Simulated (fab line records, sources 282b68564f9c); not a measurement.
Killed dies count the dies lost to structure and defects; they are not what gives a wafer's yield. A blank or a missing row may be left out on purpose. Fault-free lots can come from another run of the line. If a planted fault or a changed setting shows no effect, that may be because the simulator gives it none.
Which tool did it?	flow rit_cmos	6 lots with 18 wafers sampled at 2 steps, on a route of 202 steps

## WHAT THE GAUGES READ, wafer by wafer
RIT_GATE_CD_MEAS_16: the cd target is 150 nm.
lot	measured	on	cd_nm (nm)
L571	day 2 20:05	cd_sem-02	150.5 151.7 150.1
L576	day 3 23:25	cd_sem-02	153.4 151.4 152.4
L578	day 4 05:52	cd_sem-01	147.4 148.5 146.0
L581	day 4 20:36	cd_sem-01	149.3 150.7 150.3
L584	day 5 10:38	cd_sem-01	166.9 166.2 168.5
L592	day 7 02:46	cd_sem-01	146.3 147.4 145.5

## WHAT TOOL EACH LOT RAN ON (gives the tool, then ch and the chambers of the sampled wafers, and finally the start)
lot	RIT_GATE_EXPOSE_13
L571	iline_stepper-01 ch 0, day 2 19:41
L576	iline_stepper-02 ch 0, day 3 23:01
L578	iline_stepper-01 ch 0, day 4 05:28
L581	iline_stepper-02 ch 0, day 4 20:12
L584	iline_stepper-02 ch 0, day 5 10:14
L592	iline_stepper-02 ch 0, day 7 02:22
- RIT_GATE_EXPOSE_13: exposes mask M6, target cd 150 nm.

## THE ANSWER, worked out from the rows above alone
Rule: what is usual is taken from the lots themselves. Put in order of their means at a reading, lots are off if they are a third of the lots or fewer, leave a main group of 4 or more, and stand apart from it by a gap of 3 or more times the standard deviation of the main group's means; of several such gaps the widest counts. Not used: any main group whose means are identical at the precision the tables above print for the reading. Also off: a lot with no number at a reading for which 4 or more lots have one. All remaining lots with rows at the step are treated as sound.
Off, at RIT_GATE_CD_MEAS_16 on cd_nm: L584. Main group: mean 149.4 nm, sd 2.2.
A tool fits if, at a process step before that reading, it ran every lot that is off, and no sound lot after the first of them. Gauges at RIT_GATE_CD_MEAS_16: tried the same way as those tools. None of those tried fits.

## WHAT THE SIMULATOR HAD INSERTED
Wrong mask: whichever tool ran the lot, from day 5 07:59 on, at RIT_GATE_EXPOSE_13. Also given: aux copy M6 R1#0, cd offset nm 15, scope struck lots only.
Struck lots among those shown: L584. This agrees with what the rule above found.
